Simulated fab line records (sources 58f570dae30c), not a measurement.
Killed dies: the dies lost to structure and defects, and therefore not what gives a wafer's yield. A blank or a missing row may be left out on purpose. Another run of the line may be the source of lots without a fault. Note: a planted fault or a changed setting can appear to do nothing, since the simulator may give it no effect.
Chamber matching	flow berkeley-cmos170	UCB170_V2_CVD_00 on pecvd-01: 3 sister chambers
The step deposits SiO2 from TEOS/O2, target thk 2000 nm, time 250 s. 6 wafers are shown with their chamber, then 7 later ones without.

## WAFERS, EACH WITH ITS CHAMBER
wafer	chamber	run-length-s (s)	heater-power-w (W)
L296.1	2	278.0	299
L298.5	1	277.2	263
L305.2	2	278.4	303
L305.3	1	276.9	304
L307.3	0	278.5	321
L307.4	0	278.2	224

## WAFERS WITH NO CHAMBER GIVEN
wafer	run-length-s (s)	heater-power-w (W)
L307.6	278.2	212
L306.1	277.0	316
L306.2	278.6	248
L306.6	278.2	300
L308.1	277.9	214
L308.2	277.0	312
L308.4	278.9	327

## THE CHAMBER EACH PASSED THROUGH
wafer	from the rows above	in truth
L307.6	can't be placed: 0 or 2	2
L306.1	1	1
L306.2	can't be placed: 0 or 2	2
L306.6	can't be placed: 2 or 0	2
L308.1	can't be placed: 0 or 2 or 1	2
L308.2	1	1
L308.4	can't be placed: 0 or 2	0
Correctly placed: 2 of 7. Unplaceable from these rows: 5, with the true chamber sitting among the candidates in 5. Placed wrongly: 0.
How it was worked out, from the rows above alone: a wafer's distance from a chamber is the root of the sum, over the readings, of the square of ((its reading less the chamber's mean) divided by the reading's scatter). If the next closest chamber is less than 2 further off than the closest, the wafer can't be placed; otherwise it belongs to the closest. A chamber's mean is the mean of its shown wafers. The scatter: the root of (the sum of the squares of (reading less its chamber's mean) over the shown wafers, divided by (wafers less chambers)).
